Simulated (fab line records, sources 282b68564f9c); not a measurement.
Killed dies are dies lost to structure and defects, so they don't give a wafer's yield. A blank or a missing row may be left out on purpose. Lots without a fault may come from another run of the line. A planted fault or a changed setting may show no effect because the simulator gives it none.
One fault seen from 2 desks | flow rit_cmos | each desk has only its own numbers; what lay behind them comes last

THE TOOL OWNER'S DESK: pvd_sputter-02
The tool's own readings at RIT_M1_SPUTTER_00 (material Al, target thk 400 nm, time 500 s): means of the sampled wafers that have a number, for each lot that ran on this tool. A lot is out of limits, marked OUT, if its mean lies more than 4 standard deviations from the usual mean; the brackets give that distance.
Columns: A = throttle_valve_pct at RIT_M1_SPUTTER_00, usual 30.6 %
lot  | first seen here | A
L352 | day 4 07:56     | 31.5
L358 | day 5 10:04     | 30.3
L360 | day 5 16:44     | 31.0
This desk's finding: nothing out of limits on any of the 3 lots.

THE METROLOGY DESK
What the gauges read, lot by lot, whatever tool the lot ran on: means of the sampled wafers that have a number. A lot is out of limits, marked OUT, if its mean lies more than 4 standard deviations from the usual mean; the brackets give that distance.
Columns: A = cd_nm at RIT_CONTACT_CD_MEAS_08, usual 1000.0 nm; B = CONTACT_OVL at RIT_CONTACT_OVL_MEAS_09, usual -0.8 nm; C = cd_nm at RIT_CONTACT_CD_MEAS_90, usual 999.9 nm; D = M1_AL_RS at RIT_M1_RS_MEAS_01, usual 0.0732 ohm/sq; E = M1_AL_THK at RIT_M1_THK_MEAS_02, usual 401 nm; F = cd_nm at RIT_M1_CD_MEAS_09, usual 2599.4 nm; G = M1_OVL at RIT_M1_OVL_MEAS_10, usual -0.5 nm
lot  | first seen here | A      | B    | C      | D                 | E              | F      | G
L352 | day 4 06:47     | 998.7  | -0.6 | 998.5  | 0.0719            | 407            | 2595.7 | -0.3
L356 | day 4 16:45     | 999.9  | -1.5 | 999.5  | 0.0741            | 395            | 2597.6 | -2.2
L358 | day 5 08:46     | 997.7  | -3.2 | 997.9  | 0.0688            | 429 (+4.4) OUT | 2598.4 | 1.9
L360 | day 5 15:17     | 999.6  | -0.6 | 999.2  | 0.0683 (-4.5) OUT | 432 (+4.8) OUT | 2601.1 | -0.9
L363 | day 6 03:43     | 998.5  | 0.4  | 998.6  | 0.0727            | 402            | 2598.2 | -2.5
L372 | day 8 12:56     | 1004.1 | -1.6 | 1004.1 | 0.0749            | 389            | 2601.2 | 0.9
This desk's finding: out of limits on L358, L360; first on L360, day 5 17:04 (M1_AL_RS at RIT_M1_RS_MEAS_01). In limits: L352, L356, L363, L372.

PUT TOGETHER
The metrology desk could have raised an alarm at day 5 17:04, on L358, L360.
The tool owner's desk saw nothing out of limits.
The tool owner's desk has L358, L360 on record, within its limits.
Of the lots named, all ran RIT_M1_SPUTTER_00 on pvd_sputter-02.

WHAT THE SIMULATOR HAD PUT IN
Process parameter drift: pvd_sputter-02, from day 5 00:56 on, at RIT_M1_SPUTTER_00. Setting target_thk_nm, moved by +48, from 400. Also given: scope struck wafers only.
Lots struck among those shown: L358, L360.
Hours from the fault's start to each desk's first reading out of limits: the metrology desk, 16.
